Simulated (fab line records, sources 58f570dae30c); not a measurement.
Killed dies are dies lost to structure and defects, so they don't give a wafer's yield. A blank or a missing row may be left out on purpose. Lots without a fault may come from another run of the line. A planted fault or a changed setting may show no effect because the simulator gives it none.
fab line records | flow berkeley_cmos170
record lots=5 wafers=15 last_day=12
route steps=331 shown CONTACT@232 M1@238 V1@254
lots that met no fault: from a run of the same line without faults
start_h: hours from the record's first day to the start of the lot's first wafer shown | wait_h: hours since the lot's step before | " the same as in the row above | L1.1+2: a row that stands for several wafers | - no value, or no start given | * or withheld: withheld | < > ~ a bound
route shown NAME@n: a module of which the file shows steps, and the number in the route of the first | usual: mean/standard deviation of fault-free wafers | same: alike in all rows | chamber/n: place in a boat | sites: the reading at each site | _std_site: their standard deviation | _edge_site: outer sites' mean less inner sites' | radius_mm: how far each site lies from the wafer's centre | mask NAME#n: copy n | behind: the tool/chamber that last shaped the wafer | hold: why the lot was held/for how many hours/how that ended | device: the transistor (n, p or np) that didn't switch | end of line: the same wafers' tests at the end of the route | a step without rows: its recipe alone | killed: dies lost to structure and defects at the first sort, not the wafer's yield | map: a wafer's dies, x killed, . not, _ none there
set.NAME: the setting as run; set.NAME@STEP: as run at that earlier step | model.NAME: the simulator's own value behind a step, which no gauge read
lots at some steps of the route; a table a step, a row a wafer
services: from which hour (start_h, from the record's first day; less than 0 if before it) a tool's chamber was out of use, for how many hours, and why
## steps
# step UCB170_CONTACT_OVL_MEAS_16
# usual CONTACT_OVL=0/4.8
# columns lot.wafer tool chamber start_h wait_h CONTACT_OVL[nm]
L082.1 overlay-01 - 217.04 0.1 -3
L082.5 " - " " -6
L082.6 " - " " -9
L088.1 overlay-01 - 235.28 0.1 -5
L088.2 " - " " -3
L088.6 " - " " 4
L094.3 overlay-01 - 261.86 0.1 -7
L094.4 " - " " 0
L094.6 " - " " 3
L097.1 overlay-02 - 279.19 0.1 -6
L097.4 " - " " 2
L097.5 " - " " 0
L096.1 overlay-01 - 279.35 0.1 8
L096.2 " - " " 0
L096.6 " - " " -4
# step UCB170_CONTACT_ETCH_17
# recipe chemistry=N2/H2 target_depth_a=withheld overetch_a=withheld target=BARC time_s=withheld source_w=500 bias_w=100 pressure_mtorr=30 n2_flow_sccm=100 h2_flow_sccm=200
# usual chamber_pressure_mTorr=30.001/0.028 drypump_motor_current_A=5.5/0.42 oes_product_au=0.995/0.013 throttle_valve_pct=13.27/0.16
# columns lot.wafer tool chamber start_h wait_h chamber_pressure_mTorr drypump_motor_current_A oes_product_au throttle_valve_pct
L082.1 rie_diel-04 1 217.08 0.0 29.965 4.8 0.987 13.01
L082.5 " 0 " " 29.989 5.3 0.981 13.34
L082.6 " 1 " " 30.003 4.8 0.980 12.99
L088.1 rie_diel-01 0 235.31 0.0 30.043 6.2 1.023 13.13
L088.2 " 1 " " 30.018 5.2 0.993 13.17
L088.6 " 1 " " 30.006 5.2 0.996 13.16
L094.3 rie_diel-02 0 261.88 0.0 29.998 5.5 0.985 13.32
L094.4 " 1 " " 30.012 5.6 1.012 13.36
L094.6 " 2 " " 30.019 5.4 0.985 13.18
L097.1 rie_diel-04 1 279.23 0.0 30.028 4.8 0.984 13.02
L097.4 " 0 " " 30.005 5.3 0.986 13.35
L097.5 " 0 " " 30.001 5.3 0.975 13.34
L096.1 rie_diel-02 3 279.38 0.0 29.998 6.0 0.996 13.13
L096.2 " 1 " " 30.057 5.6 1.012 13.36
L096.6 " 0 " " 29.981 5.5 0.996 13.33
# step UCB170_CONTACT_ETCH_18
# recipe chemistry=CHF3/CF4/Ar target=PSG stop_on=TiSi2 CHF3_flow_sccm=45 cf4_flow_sccm=15 Ar_flow_sccm=150 pressure_mtorr=200 rf_w=700 target_depth_a=8400 over_etch_frac=0.2 time_s=195
# usual chamber_pressure_mTorr=200.00/0.19 drypump_motor_current_A=5.5/0.42 mfc_ar_sccm=150.1/0.48 oes_product_au=0.879/0.012 throttle_valve_pct=6.91/0.12
# columns lot.wafer tool chamber start_h wait_h chamber_pressure_mTorr drypump_motor_current_A mfc_ar_sccm oes_product_au rf_hours_counter_h throttle_valve_pct
L082.1 rie_diel-04 1 - - 199.64 4.8 149.9 0.864 30 6.73
L082.5 " 0 " " 200.02 5.3 149.4 0.885 - 6.96
L082.6 " 1 " " 200.19 4.8 149.7 0.871 - 6.73
L088.1 rie_diel-01 0 - - 200.20 6.2 150.5 0.890 101 6.82
L088.2 " 1 " " 199.87 5.2 150.4 0.891 27 6.76
L088.6 " 1 " " 199.95 5.2 151.0 0.886 - 6.75
L094.3 rie_diel-02 0 - - 199.70 5.5 150.5 0.894 69 6.99
L094.4 " 1 " " 199.87 5.6 150.2 0.884 2 6.98
L094.6 " 2 " " 199.93 5.4 149.8 0.872 - 6.88
L097.1 rie_diel-04 1 - - 200.09 4.8 149.8 0.862 33 6.73
L097.4 " 0 " " 199.85 5.3 149.8 0.866 35 6.96
L097.5 " 0 " " 200.10 5.3 149.2 0.873 - 6.96
L096.1 rie_diel-02 3 - - 199.43 6.0 149.6 0.867 15 6.80
L096.2 " 1 " " 200.09 5.6 149.8 0.878 3 6.96
L096.6 " 0 " " 200.16 5.5 148.9 0.881 - 7.01
# step UCB170_CONTACT_STRIP_19
# recipe chemistry=O2 power_w=400 pressure_mtorr=3500 platen_temp_c=withheld o2_flow_sccm=400 overash_fraction=0.5
# usual chamber_pressure_mTorr=3500/3.2 drypump_motor_current_A=5.6/0.47 oes_product_au=0.725/0.0052
# same overash_fraction=0.5
# columns lot.wafer tool chamber start_h wait_h chamber_pressure_mTorr drypump_motor_current_A oes_product_au rf_hours_counter_h
L082.1 plasma_asher-02 0 217.25 - 3504 5.3 0.729 43
L082.5 " 0 " " 3497 5.3 0.728 -
L082.6 " 1 " " 3502 5.6 0.723 -
L088.1 plasma_asher-04 1 235.48 - 3501 4.8 0.721 50
L088.2 " 0 " " 3497 6.0 0.727 50
L088.6 " 1 " " 3496 4.8 0.726 -
L094.3 plasma_asher-03 1 262.08 - 3496 6.5 0.717 -
L094.4 " 0 " " 3502 5.7 0.736 -
L094.6 " 1 " " 3496 6.4 0.724 -
L097.1 plasma_asher-03 1 279.39 - 3501 6.5 0.723 16
L097.4 " 0 " " 3499 5.7 0.726 -
L097.5 " 0 " " 3501 5.7 0.722 -
L096.1 plasma_asher-04 0 279.55 - 3504 6.0 0.721 57
L096.2 " 1 " " 3504 4.8 0.726 57
L096.6 " 0 " " 3500 6.1 0.728 -
# step UCB170_CONTACT_CD_MEAS_90
# recipe target_cd_nm=700
# usual cd_nm=700.1/1.6
# columns lot.wafer tool chamber start_h wait_h cd_nm
L082.1 cd_sem-01 - 217.36 0.1 701.4
L082.5 " - " " 700.0
L082.6 " - " " 700.6
L088.1 cd_sem-02 - 235.58 0.1 699.9
L088.2 " - " " 699.7
L088.6 " - " " 698.3
L094.3 cd_sem-01 - 262.19 0.1 698.8
L094.4 " - " " 702.3
L094.6 " - " " 700.5
L097.1 cd_sem-01 - 279.49 0.1 703.5
L097.4 " - " " 703.2
L097.5 " - " " 702.8
L096.1 cd_sem-02 - 279.65 0.1 701.1
L096.2 " - " " 700.2
L096.6 " - " " 699.8
# step UCB170_CONTACT_CLEAN_20
# recipe chemistry=SPM temp_c=120 time_s=600
# columns lot.wafer tool chamber start_h wait_h
L082.1+5+6 wet_bench-03 3 217.48 0.1
L088.1+2+6 wet_bench-03 0 235.70 0.1
L094.3+4+6 wet_bench-03 0 262.27 0.1
L097.1+4+5 wet_bench-03 1 279.67 0.2
L096.1+2+6 wet_bench-03 0 279.85 0.2
# step UCB170_M1_SPUTTER_00
# recipe material=Al target_thk_nm=600 time_s=80 power_w=6000 chamber_pressure_pa=0.5
# usual throttle_valve_pct=29.7/0.92
# columns lot.wafer tool chamber start_h wait_h throttle_valve_pct
L082.1 pvd_sputter-04 - 217.66 0.0 31.2
L082.5 " - " " 30.5
L082.6 " - " " 29.5
L088.1 pvd_sputter-04 - 235.89 0.0 30.6
L088.2 " - " " 31.4
L088.6 " - " " 29.5
L094.3 pvd_sputter-03 - 262.44 0.0 29.6
L094.4 " - " " 29.2
L094.6 " - " " 29.0
L097.1 pvd_sputter-01 - 279.85 0.0 29.0
L097.4 " - " " 28.7
L097.5 " - " " 29.1
L096.1 pvd_sputter-03 - 280.02 0.0 28.9
L096.2 " - " " 28.6
L096.6 " - " " 28.7
# step UCB170_M1_RS_MEAS_01
# recipe thk_meas_gauge=four-point-probe reads=Al_of_M1_SPUTTER_00
# usual M1_AL_RS=0.0485/0.00048
# columns lot.wafer tool chamber start_h wait_h M1_AL_RS[ohm/sq]
L082.1 film_metro-03 - 217.72 0.0 0.0479
L082.5 " - " " 0.0478
L082.6 " - " " 0.0482
L088.1 film_metro-03 - 235.95 0.0 0.0488
L088.2 " - " " 0.0486
L088.6 " - " " 0.0484
L094.3 film_metro-04 - 262.55 0.1 0.0488
L094.4 " - " " 0.0478
L094.6 " - " " 0.0490
L097.1 film_metro-04 - 279.91 0.0 0.0483
L097.4 " - " " 0.0480
L097.5 " - " " 0.0480
L096.1 film_metro-03 - 280.08 0.0 0.0492
L096.2 " - " " 0.0492
L096.6 " - " " 0.0494
# step UCB170_M1_THK_MEAS_02
# recipe thk_meas_gauge=xrf reads=Al_of_M1_SPUTTER_00
# usual M1_AL_THK=591/5.9
# columns lot.wafer tool chamber start_h wait_h M1_AL_THK[nm]
L082.1 film_metro-03 - 217.84 0.1 601
L082.5 " - " " 598
L082.6 " - " " 598
L088.1 film_metro-03 - 236.07 0.1 589
L088.2 " - " " 590
L088.6 " - " " 592
L094.3 film_metro-04 - 262.65 0.1 584
L094.4 " - " " 597
L094.6 " - " " 582
L097.1 film_metro-04 - 280.03 0.1 588
L097.4 " - " " 590
L097.5 " - " " 598
L096.1 film_metro-03 - 280.20 0.1 584
L096.2 " - " " 588
L096.6 " - " " 585
# step UCB170_M1_COAT_03
# recipe resist=BARC temp_c=withheld time_s=withheld spin_rpm=3000 resist_thk_nm=withheld
# columns lot.wafer tool chamber start_h wait_h
L082.1+5+6 litho_track-04 0 217.90 0.1
L088.1+2+6 litho_track-01 0 236.42 0.3
L094.3+4+6 litho_track-02 0 262.74 0.1
L097.1+4+5 litho_track-02 0 280.09 0.1
L096.1+2+6 litho_track-04 0 280.32 0.1
# step UCB170_M1_COAT_04
# recipe resist=KrF spin_rpm=1522 resist_thk_nm=900
# columns lot.wafer tool chamber start_h wait_h
L082.1+5+6 litho_track-04 0 - -
L088.1+2+6 litho_track-01 0 - -
L094.3+4+6 litho_track-02 0 - -
L097.1+4+5 litho_track-02 0 - -
L096.1+2+6 litho_track-04 0 - -
# step UCB170_M1_SOFTBAKE_05
# recipe resist=KrF temp_c=130 time_s=60
# columns lot.wafer tool chamber start_h wait_h
L082.1+5+6 litho_track-04 0 - -
L088.1+2+6 litho_track-01 0 - -
L094.3+4+6 litho_track-02 0 - -
L097.1+4+5 litho_track-02 0 - -
L096.1+2+6 litho_track-04 0 - -
# step UCB170_M1_EXPOSE_06
# recipe mask_id=METAL1 target_cd_nm=700 na=0.5 sigma_outer=0.6 source_shape=conventional dose_mj=21
# usual reticle_temp_C=22.98/0.11
# columns lot.wafer tool chamber start_h wait_h mask reticle_temp_C
L082.1 krf_scanner-02 0 218.48 - METAL1#0 23.03
L082.5 " 0 " " METAL1#0 23.08
L082.6 " 0 " " METAL1#0 22.98
L088.1 krf_scanner-01 0 236.99 - METAL1#0 23.09
L088.2 " 0 " " METAL1#0 23.05
L088.6 " 0 " " METAL1#0 22.91
L094.3 krf_scanner-02 0 263.30 - METAL1#0 22.91
L094.4 " 0 " " METAL1#0 23.07
L094.6 " 0 " " METAL1#0 22.87
L097.1 krf_scanner-01 0 280.66 - METAL1#0 23.00
L097.4 " 0 " " METAL1#0 23.13
L097.5 " 0 " " METAL1#0 22.77
L096.1 krf_scanner-02 0 280.90 - METAL1#0 23.04
L096.2 " 0 " " METAL1#0 23.01
L096.6 " 0 " " METAL1#0 23.22
# step UCB170_M1_PEB_07
# recipe peb_temp_c=130 peb_time_s=withheld resist=KrF
# columns lot.wafer tool chamber start_h wait_h
L082.1+5+6 litho_track-02 0 218.59 0.1
L088.1+2+6 litho_track-04 0 237.22 0.2
L094.3+4+6 litho_track-02 0 263.43 0.1
L097.1+4+5 litho_track-02 0 280.78 0.1
L096.1+2+6 litho_track-01 0 281.02 0.1
# step UCB170_M1_DEVELOP_08
# recipe developer=TMAH develop_time_s=45 resist=KrF dev_temp_c=21
# columns lot.wafer tool chamber start_h wait_h
L082.1+5+6 litho_track-02 0 - -
L088.1+2+6 litho_track-04 0 - -
L094.3+4+6 litho_track-02 0 - -
L097.1+4+5 litho_track-02 0 - -
L096.1+2+6 litho_track-01 0 - -
# step UCB170_M1_CD_MEAS_09
# recipe target_cd_nm=700
# usual cd_nm=699.5/1.3
# columns lot.wafer tool chamber start_h wait_h cd_nm
L082.1 cd_sem-02 - 218.87 - 699.8
L082.5 " - " " 701.2
L082.6 " - " " 699.6
L088.1 cd_sem-02 - 237.50 - 700.3
L088.2 " - " " 701.8
L088.6 " - " " 700.6
L094.3 cd_sem-01 - 263.69 - 699.4
L094.4 " - " " 700.2
L094.6 " - " " 698.5
L097.1 cd_sem-01 - 281.05 - 697.9
L097.4 " - " " 700.7
L097.5 " - " " 699.8
L096.1 cd_sem-01 - 281.30 - 698.6
L096.2 " - " " 697.9
L096.6 " - " " 698.7
# step UCB170_M1_OVL_MEAS_10
# usual M1_OVL=-2/4.6
# columns lot.wafer tool chamber start_h wait_h M1_OVL[nm]
L082.1 overlay-02 - 218.99 0.1 -1
L082.5 " - " " 2
L082.6 " - " " 3
L088.1 overlay-02 - 237.62 0.1 -7
L088.2 " - " " 3
L088.6 " - " " -9
L094.3 overlay-02 - 263.78 0.1 4
L094.4 " - " " 4
L094.6 " - " " 6
L097.1 overlay-01 - 281.17 0.1 -3
L097.4 " - " " -3
L097.5 " - " " -7
L096.1 overlay-02 - 281.42 0.1 -3
L096.2 " - " " 3
L096.6 " - " " 10
# step UCB170_M1_ETCH_11
# recipe chemistry=N2/H2 target_depth_a=withheld overetch_a=withheld target=BARC time_s=withheld source_w=500 bias_w=100 pressure_mtorr=30 n2_flow_sccm=100 h2_flow_sccm=200
# usual chamber_pressure_mTorr=29.997/0.029 drypump_motor_current_A=5.7/0.33 oes_product_au=0.996/0.012 throttle_valve_pct=13.26/0.15
# columns lot.wafer tool chamber start_h wait_h chamber_pressure_mTorr drypump_motor_current_A oes_product_au throttle_valve_pct
L082.1 rie_diel-03 2 219.02 0.0 30.052 5.7 0.981 13.29
L082.5 " 0 " " 29.985 6.2 1.012 12.99
L082.6 " 1 " " 30.022 5.7 1.006 13.44
L088.1 rie_diel-03 2 237.66 0.0 30.005 5.7 0.990 13.30
L088.2 " 3 " " 30.008 5.7 0.997 13.28
L088.6 " 3 " " 30.019 5.8 0.996 13.29
L094.3 rie_diel-01 2 263.81 0.0 29.987 5.4 0.993 13.54
L094.4 " 0 " " 29.971 6.2 1.009 13.11
L094.6 " 3 " " 29.971 6.2 1.018 13.29
L097.1 rie_diel-01 1 281.21 0.0 29.962 5.2 0.998 13.18
L097.4 " 3 " " 29.951 6.3 1.016 13.30
L097.5 " 1 " " 29.991 5.2 0.998 13.17
L096.1 rie_diel-03 0 281.45 0.0 29.994 6.2 0.997 13.00
L096.2 " 3 " " 30.004 5.6 0.995 13.27
L096.6 " 2 " " 30.013 5.7 0.993 13.32
# step UCB170_M1_METAL_ETCH_12
# recipe chemistry=Cl2/BCl3 target=Al stop_on=PSG pressure_mtorr=12 target_depth_a=7800 over_etch_frac=0.3 time_s=130 icp_w=600 bias_w=120 Cl2_flow_sccm=90 bcl3_flow_sccm=45
# usual chamber_pressure_mTorr=12.000/0.011 drypump_motor_current_A=5.8/0.32 he_backside_leak_sccm=3.38/0.22 oes_product_au=0.848/0.0082 throttle_valve_pct=24.38/0.19
# columns lot.wafer tool chamber start_h wait_h chamber_pressure_mTorr drypump_motor_current_A he_backside_leak_sccm oes_product_au rf_hours_counter_h throttle_valve_pct
L082.1 rie_metal-03 0 219.07 - 11.997 5.4 3.09 0.859 5 24.41
L082.5 " 1 " " 11.996 6.0 3.42 0.858 - 24.23
L082.6 " 0 " " 12.022 5.4 3.14 0.861 - 24.41
L088.1 rie_metal-01 0 237.70 - 11.982 5.8 3.57 0.840 11 24.17
L088.2 " 1 " " 12.004 6.1 3.55 0.841 1 24.48
L088.6 " 1 " " 12.007 6.1 3.48 0.845 - 24.47
L094.3 rie_metal-03 1 263.90 - 11.990 5.9 3.56 0.845 - 24.25
L094.4 " 0 " " 12.002 5.4 3.04 0.864 - 24.42
L094.6 " 1 " " 12.016 5.9 3.37 0.847 - 24.23
L097.1 rie_metal-04 1 281.25 - 11.988 5.3 3.29 0.853 2 24.78
L097.4 " 0 " " 11.991 6.3 3.61 0.848 - 24.71
L097.5 " 0 " " 11.987 6.3 3.49 0.850 - 24.70
L096.1 rie_metal-03 1 281.49 - 12.002 5.9 3.52 0.844 12 24.22
L096.2 " 0 " " 12.017 5.4 2.96 0.854 7 24.41
L096.6 " 0 " " 12.008 5.4 3.07 0.848 - 24.43
# step UCB170_M1_STRIP_13
# recipe chemistry=O2 power_w=400 pressure_mtorr=3500 platen_temp_c=withheld o2_flow_sccm=400 overash_fraction=0.5
# usual chamber_pressure_mTorr=3500/3.1 drypump_motor_current_A=5.6/0.55 oes_product_au=0.720/0.0044
# same overash_fraction=0.5
# columns lot.wafer tool chamber start_h wait_h chamber_pressure_mTorr drypump_motor_current_A oes_product_au rf_hours_counter_h
L082.1 plasma_asher-04 1 219.20 0.1 3498 4.8 0.724 48
L082.5 " 0 " " 3501 6.0 0.718 -
L082.6 " 1 " " 3503 4.8 0.727 -
L088.1 plasma_asher-01 0 237.83 0.1 3504 5.0 0.715 52
L088.2 " 1 " " 3491 5.7 0.718 52
L088.6 " 0 " " 3502 5.1 0.726 -
L094.3 plasma_asher-04 1 264.02 0.1 3500 4.8 0.729 -
L094.4 " 0 " " 3502 6.0 0.713 -
L094.6 " 1 " " 3497 4.8 0.717 -
L097.1 plasma_asher-03 1 281.39 0.1 3499 6.5 0.724 16
L097.4 " 0 " " 3495 5.7 0.715 -
L097.5 " 1 " " 3496 6.5 0.723 -
L096.1 plasma_asher-01 1 281.63 0.1 3500 5.7 0.730 58
L096.2 " 0 " " 3502 5.1 0.714 58
L096.6 " 0 " " 3508 5.1 0.721 -
# step UCB170_M1_CD_MEAS_90
# recipe target_cd_nm=700
# usual cd_nm=700.0/1.7
# columns lot.wafer tool chamber start_h wait_h cd_nm
L082.1 cd_sem-01 - 219.30 0.1 700.5
L082.5 " - " " 701.8
L082.6 " - " " 699.5
L088.1 cd_sem-02 - 237.93 0.1 701.5
L088.2 " - " " 701.0
L088.6 " - " " 700.3
L094.3 cd_sem-02 - 264.12 0.1 700.2
L094.4 " - " " 700.5
L094.6 " - " " 698.8
L097.1 cd_sem-02 - 281.49 0.1 700.1
L097.4 " - " " 703.6
L097.5 " - " " 700.0
L096.1 cd_sem-01 - 281.73 0.1 697.6
L096.2 " - " " 698.1
L096.6 " - " " 697.9
# step UCB170_M1_ANNEAL_14
# recipe temp_c=400 time_s=1200 ambient=forming_gas
# usual spike_tc_load_C=422.0/1
# columns lot.wafer tool chamber start_h wait_h spike_tc_load_C
L082.1 furnace-03 0 219.42 0.1 421.1
L082.5 " 0 " " 421.8
L082.6 " 0 " " 423.8
L088.1 furnace-03 0 238.05 0.1 422.1
L088.2 " 0 " " 422.3
L088.6 " 0 " " 423.5
L094.3 furnace-03 0 264.20 0.1 422.6
L094.4 " 0 " " 421.6
L094.6 " 0 " " 422.4
L096.1 furnace-03 0 282.01 0.3 423.1
L096.2 " 0 " " 423.6
L096.6 " 0 " " 420.5
L097.1 furnace-03 0 282.01 0.5 421.9
L097.4 " 0 " " 422.7
L097.5 " 0 " " 421.9
# step UCB170_V1_CVD_00
# recipe material=SiO2 target_thk_nm=2000 temp_c=390 precursor=TEOS/O2 time_s=241.3 rf_w=550 pressure_mtorr=9000
# usual heater_power_w=275/54 susceptor_temp_C=390.00/0.24
# columns lot.wafer tool chamber start_h wait_h heater_power_w susceptor_temp_C
L082.1 pecvd-02 2 220.75 0.0 264 389.82
L082.5 " 1 " " 219 390.14
L082.6 " 2 " " 187 389.94
L088.1 pecvd-03 2 239.38 0.0 366 389.56
L088.2 " 0 " " 322 390.01
L088.6 " 2 " " 264 389.79
L094.3 pecvd-03 0 265.54 0.0 300 389.95
L094.4 " 0 " " 374 389.83
L094.6 " 1 " " 260 389.79
L096.1 pecvd-03 1 283.35 0.0 296 390.22
L096.2 " 0 " " 329 390.39
L096.6 " 2 " " 268 389.83
L097.1 pecvd-04 0 283.35 0.0 254 390.03
L097.4 " 0 " " 171 390.11
L097.5 " 1 " " 201 390.04
# step UCB170_V1_THK_MEAS_01
# recipe reads=SiO2_of_V1_CVD_00
# usual V1_TEOS_THK=1933/24
# columns lot.wafer tool chamber start_h wait_h V1_TEOS_THK[nm]
L082.1 film_metro-02 - 220.91 0.1 1925
L082.5 " - " " 1931
L082.6 " - " " 1944
L088.1 film_metro-01 - 239.54 0.1 1900
L088.2 " - " " 1885
L088.6 " - " " 1936
L094.3 film_metro-04 - 265.71 0.1 1901
L094.4 " - " " 1943
L094.6 " - " " 1941
L097.1 film_metro-01 - 283.50 0.1 1954
L097.4 " - " " 1970
L097.5 " - " " 1954
L096.1 film_metro-02 - 283.56 0.1 1887
L096.2 " - " " 1903
L096.6 " - " " 1931
# step UCB170_V1_CMP_02
# recipe material=SiO2 down_force_psi=6 platen_rpm=60 pad_velocity_m_s=0.75398
# usual motor_current_A=16.2/1.6 retaining_ring_pressure_frac=1.001/0.005 slurry_flow_ml_min=150.0/0.48
# columns lot.wafer tool chamber start_h wait_h motor_current_A retaining_ring_pressure_frac slurry_flow_ml_min
L082.1 cmp-02 0 221.07 0.1 15.8 0.998 150.6
L082.6 " 2 " " 17.4 0.996 149.7
L082.5 " 3 " " 16.7 1.003 150.3
L088.2 cmp-02 0 239.60 0.0 15.5 1.007 149.9
L088.1 " 2 " " 18.3 1.000 150.5
L088.6 " 1 " " 16.8 1.005 150.0
L094.3 cmp-01 0 265.75 0.0 16.6 1.003 149.4
L094.4 " 3 " " 12.6 1.010 149.9
L094.6 " 1 " " 16.7 1.001 149.9
L097.1 cmp-01 1 283.56 0.1 16.7 1.005 148.6
L097.4 " 2 " " 17.1 1.006 149.5
L097.5 " 2 " " 18.0 0.996 149.8
L096.2 cmp-02 3 283.91 0.3 16.2 0.997 149.5
L096.1 " 1 " " 16.9 0.996 149.8
L096.6 " 2 " " 17.1 0.996 150.7
# step UCB170_V1_BOW_MEAS_03
# recipe mode=bow
# usual V1_BOW=18/6.7
# columns lot.wafer tool chamber start_h wait_h V1_BOW[um]
L082.1 film_metro-02 - 221.27 0.1 34
L082.5 " - " " 17
L082.6 " - " " 20
L088.1 film_metro-01 - 239.90 0.1 20
L088.2 " - " " 27
L088.6 " - " " 16
L094.3 film_metro-01 - 266.09 0.3 29
L094.4 " - " " 10
L094.6 " - " " 17
L097.1 film_metro-04 - 283.86 0.2 18
L097.4 " - " " 23
L097.5 " - " " 28
L096.1 film_metro-04 - 284.16 0.1 18
L096.2 " - " " 27
L096.6 " - " " 14
# step UCB170_V1_THK_MEAS_04
# recipe reads=SiO2_of_V1_CVD_00
# usual V1_POLISHED_THK=999.6/1.1
# columns lot.wafer tool chamber start_h wait_h V1_POLISHED_THK[nm]
L082.1 film_metro-02 - 221.39 0.1 999.1
L082.5 " - " " 999.3
L082.6 " - " " 999.0
L088.1 film_metro-01 - 240.02 0.1 1001.1
L088.2 " - " " 1000.9
L088.6 " - " " 1000.7
L094.3 film_metro-01 - 266.19 0.1 999.4
L094.4 " - " " 1000.7
L094.6 " - " " 999.1
L097.1 film_metro-04 - 283.98 0.1 1001.8
L097.4 " - " " 999.4
L097.5 " - " " 999.9
L096.1 film_metro-04 - 284.28 0.1 998.6
L096.2 " - " " 998.2
L096.6 " - " " 998.3
# step UCB170_V1_CLEAN_05
# recipe chemistry=DIW
# columns lot.wafer tool chamber start_h wait_h
L082.1+5+6 wet_bench-02 1 221.45 0.1
L088.1+2+6 wet_bench-02 2 240.17 0.1
L094.3+4+6 wet_bench-01 0 266.23 0.0
L097.1+4+5 wet_bench-01 3 284.04 0.1
L096.1+2+6 wet_bench-02 1 284.34 0.1
# step UCB170_V1_HMDS_06
# recipe prime_time_s=60 prime_temp_c=100
# columns lot.wafer tool chamber start_h wait_h
L082.1+5+6 litho_track-03 0 221.69 0.1
L088.1+2+6 litho_track-02 0 241.12 0.8
L094.3+4+6 litho_track-03 0 266.51 0.1
L097.1+4+5 litho_track-01 0 284.22 0.0
L096.1+2+6 litho_track-02 0 284.53 0.0
# step UCB170_V1_COAT_07
# recipe resist=KrF spin_rpm=1500 resist_thk_nm=900
# columns lot.wafer tool chamber start_h wait_h
L082.1+5+6 litho_track-03 0 221.84 0.1
L088.1+2+6 litho_track-02 0 241.27 0.1
L094.3+4+6 litho_track-03 0 266.66 0.1
L097.1+4+5 litho_track-01 0 284.37 0.1
L096.1+2+6 litho_track-02 0 284.68 0.1
# step UCB170_V1_SOFTBAKE_08
# recipe resist=KrF temp_c=130 time_s=60
# columns lot.wafer tool chamber start_h wait_h
L082.1+5+6 litho_track-03 0 221.99 0.1
L088.1+2+6 litho_track-02 0 241.42 0.1
L094.3+4+6 litho_track-03 0 266.81 0.1
L097.1+4+5 litho_track-01 0 284.52 0.1
L096.1+2+6 litho_track-02 0 284.83 0.1
# step UCB170_V1_EXPOSE_09
# recipe mask_id=VIA1 target_cd_nm=700 na=0.5 sigma_outer=0.6 source_shape=conventional dose_mj=37
# usual reticle_temp_C=22.99/0.1
# columns lot.wafer tool chamber start_h wait_h mask reticle_temp_C
L082.1 krf_scanner-01 0 222.26 0.2 VIA1#0 22.89
L082.5 " 0 " " VIA1#0 23.05
L082.6 " 0 " " VIA1#0 23.05
L088.1 krf_scanner-02 0 241.70 0.2 VIA1#0 23.17
L088.2 " 0 " " VIA1#0 23.14
L088.6 " 0 " " VIA1#0 23.27
L094.3 krf_scanner-01 0 266.95 0.1 VIA1#0 22.92
L094.4 " 0 " " VIA1#0 23.00
L094.6 " 0 " " VIA1#0 22.98
L097.1 krf_scanner-02 0 284.91 0.4 VIA1#0 22.90
L097.4 " 0 " " VIA1#0 22.93
L097.5 " 0 " " VIA1#0 22.99
L096.1 krf_scanner-01 0 285.15 0.3 VIA1#0 23.02
L096.2 " 0 " " VIA1#0 22.85
L096.6 " 0 " " VIA1#0 22.95
# step UCB170_V1_PEB_10
# recipe peb_temp_c=130 peb_time_s=withheld resist=KrF
# columns lot.wafer tool chamber start_h wait_h
L082.1+5+6 litho_track-01 0 222.49 0.2
L088.1+2+6 litho_track-01 0 242.37 0.6
L094.3+4+6 litho_track-02 0 267.35 0.4
L097.1+4+5 litho_track-03 0 285.06 0.1
L096.1+2+6 litho_track-03 0 285.33 0.2
# step UCB170_V1_DEVELOP_11
# recipe developer=TMAH develop_time_s=45 resist=KrF dev_temp_c=21
# columns lot.wafer tool chamber start_h wait_h
L082.1+5+6 litho_track-01 0 - -
L088.1+2+6 litho_track-01 0 - -
L094.3+4+6 litho_track-02 0 - -
L097.1+4+5 litho_track-03 0 - -
L096.1+2+6 litho_track-03 0 - -
# step UCB170_V1_CD_MEAS_12
# recipe target_cd_nm=700
# usual cd_nm=700.0/1.2
# columns lot.wafer tool chamber start_h wait_h cd_nm
L082.1 cd_sem-01 - 222.77 - 699.1
L082.5 " - " " 700.2
L082.6 " - " " 699.8
L088.1 cd_sem-02 - 242.64 - 697.7
L088.2 " - " " 697.9
L088.6 " - " " 698.2
L094.3 cd_sem-01 - 267.62 - 699.9
L094.4 " - " " 699.5
L094.6 " - " " 701.6
L097.1 cd_sem-01 - 285.33 - 697.5
L097.4 " - " " 697.8
L097.5 " - " " 698.3
L096.1 cd_sem-02 - 285.61 - 701.8
L096.2 " - " " 701.9
L096.6 " - " " 702.8
# step UCB170_V1_OVL_MEAS_13
# usual V1_OVL=-3/5.9
# columns lot.wafer tool chamber start_h wait_h V1_OVL[nm]
L082.1 overlay-02 - 222.89 0.1 -15
L082.5 " - " " -15
L082.6 " - " " -11
L088.1 overlay-02 - 242.76 0.1 -5
L088.2 " - " " 9
L088.6 " - " " 5
L094.3 overlay-01 - 267.71 0.1 -1
L094.4 " - " " -7
L094.6 " - " " -5
L097.1 overlay-01 - 285.45 0.1 -4
L097.4 " - " " -4
L097.5 " - " " -3
L096.1 overlay-02 - 285.73 0.1 -2
L096.2 " - " " -1
L096.6 " - " " -4
## services
# columns tool chamber start_h hours kind
rie_metal-03 0 193.79 2.6 repair
cmp-01 - 196.66 2.1 repair
rie_diel-01 3 199.35 16.5 repair
rie_diel-04 2 204.70 9.7 repair
krf_scanner-02 - 209.98 2.9 repair
pecvd-02 - 210.53 2.4 repair
rie_metal-01 - 217.37 4.3 pm
pecvd-04 - 219.88 1.8 repair
rie_metal-04 1 221.62 34.9 repair
rie_diel-01 1 223.39 7.0 repair
cmp-02 - 224.66 2.3 repair
krf_scanner-01 - 227.44 4.0 pm
cmp-01 - 232.00 4.0 pm
plasma_asher-03 - 235.32 26.4 repair
rie_diel-03 0 246.02 10.9 repair
krf_scanner-02 - 246.64 1.0 pm
plasma_asher-03 - 247.74 12.3 repair
krf_scanner-02 - 250.82 5.5 pm
rie_diel-03 1 263.85 4.6 repair
rie_diel-01 2 264.73 4.3 repair
rie_diel-04 3 265.15 1.2 repair
krf_scanner-01 - 268.63 1.0 pm
cmp-02 - 276.08 1.3 repair
krf_scanner-01 - 277.10 2.6 repair
## key
fault none
